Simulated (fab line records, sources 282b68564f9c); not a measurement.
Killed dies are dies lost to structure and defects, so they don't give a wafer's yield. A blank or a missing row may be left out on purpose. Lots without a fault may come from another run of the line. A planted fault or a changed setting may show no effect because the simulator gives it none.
Split-lot experiment | flow rit_cmos | 5 lots, 23 wafers read, on a route of 202 steps

THE SPLIT
At RIT_PSD_IMPLANT_08, the setting energy_kev was moved away from the recipe's 27 on 11 of the 23 wafers read, by -3.3% to +5.2%. The other wafers ran this setting at the recipe's value.

FROM THE SPLIT TO THE READING: what the file shows between them, 6 steps
- RIT_PSD_STRIP_09: strips in O2, time 180 s
- RIT_PSD_TW_MEAS_10
- RIT_SDANNEAL_CLEAN_00: cleans in SC1, time 600 s
- RIT_SDANNEAL_CLEAN_01: cleans in dHF, time 28.5 s
- RIT_SDANNEAL_CLEAN_02: cleans in SC2, time 600 s
- RIT_SDANNEAL_RTA_03: time 5 s

THE READING
PSD_RS, in ohm/sq, at RIT_SDANNEAL_RS_MEAS_04 (measures by four-point-probe). Fault-free wafers of this fab line usually give 116.03 ohm/sq, standard deviation 0.27 ohm/sq.

wafer  | tool, chamber at the split | energy_kev as run | against the recipe | PSD_RS, ohm/sq | against lot-mates on the recipe
L075.1 | implanter-04, 0            | 27                | recipe             | 116.34         | -
L075.2 | implanter-04, 0            | 27.45             | +1.7%              | 115.03         | -1.31
L075.3 | implanter-04, 0            | 27                | recipe             | 116.34         | -
L075.4 | implanter-04, 0            | 27.45             | +1.7%              | 115.17         | -1.17
L075.5 | implanter-04, 0            | 27.45             | +1.7%              | 115.11         | -1.23
L076.1 | implanter-04, 0            | 27                | recipe             | 116.27         | -
L076.2 | implanter-04, 0            | 28.4              | +5.2%              | 113.08         | -3.04
L076.3 | implanter-04, 0            | 27                | recipe             | 115.97         | -
L076.4 | implanter-04, 0            | 28.4              | +5.2%              | 112.90         | -3.22
L076.6 | implanter-04, 0            | 28.4              | +5.2%              | 113.41         | -2.71
L078.1 | implanter-03, 0            | 28.36             | +5.0%              | 112.97         | -2.96
L078.2 | implanter-03, 0            | 27                | recipe             | 116.00         | -
L078.3 | implanter-03, 0            | 27                | recipe             | 115.82         | -
L078.4 | implanter-03, 0            | 28.36             | +5.0%              | 113.24         | -2.69
L078.6 | implanter-03, 0            | 27                | recipe             | 115.98         | -
L079.1 | implanter-01, 0            | 26.12             | -3.3%              | 118.32         | +2.11
L079.2 | implanter-01, 0            | 26.12             | -3.3%              | 118.82         | +2.61
L079.3 | implanter-01, 0            | 27                | recipe             | 116.50         | -
L079.4 | implanter-01, 0            | 27                | recipe             | 115.92         | -
L079.6 | implanter-01, 0            | 26.12             | -3.3%              | 118.09         | +1.88
L082.1 | implanter-03, 0            | 27                | recipe             | 115.84         | -
L082.2 | implanter-03, 0            | 27                | recipe             | 115.64         | -
L082.3 | implanter-03, 0            | 27                | recipe             | 115.76         | -

THE FIT
A straight line over all 23 wafers: PSD_RS changes by -0.611 ohm/sq for each +1% of energy_kev; r = -0.99; the points scatter about the line by 0.29 ohm/sq.
The same after taking each lot's own level away (the mean of its wafers on the recipe; 23 wafers): -0.603 ohm/sq for each +1%; r = -0.99; scatter 0.23 ohm/sq.
On that fit, the largest move of energy_kev shifts the reading by 3.1 ohm/sq.
The lots' own levels span 115.747 to 116.340 ohm/sq, that is 2.2 times the standard deviation above.
So the lot-to-lot level changes the slope little: the two slopes agree.
Check: with one of the wafers moved furthest among these (+5.2%) left out of the fit, the line predicts -3.1 ohm/sq for it against its lot-mates. It came out at -3.04 ohm/sq against them.

THE WHOLE CHAIN: every reading that the file lists as answering this split, in the file's order
step                    | what it does                 | reading                                                         | change (the file's fit)                | r (the file's)
RIT_PSD_IMPLANT_08      |                              | implant.rp_nm (the simulator's own value, which no gauge read)  | +0.174 nm for each +1% of the setting  | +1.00
RIT_PSD_IMPLANT_08      |                              | implant.drp_nm (the simulator's own value, which no gauge read) | +0.0843 nm for each +1% of the setting | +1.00
RIT_PSD_TW_MEAS_10      |                              | PSD_TW                                                          | +7.05 for each +1% of the setting      | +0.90
RIT_SDANNEAL_RS_MEAS_04 | measures by four-point-probe | PSD_RS                                                          | -0.594 for each +1% of the setting     | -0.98

THE FILE'S OWN FIT
PSD_RS changes by -0.594 ohm/sq for each +1% of energy_kev, r = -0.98.
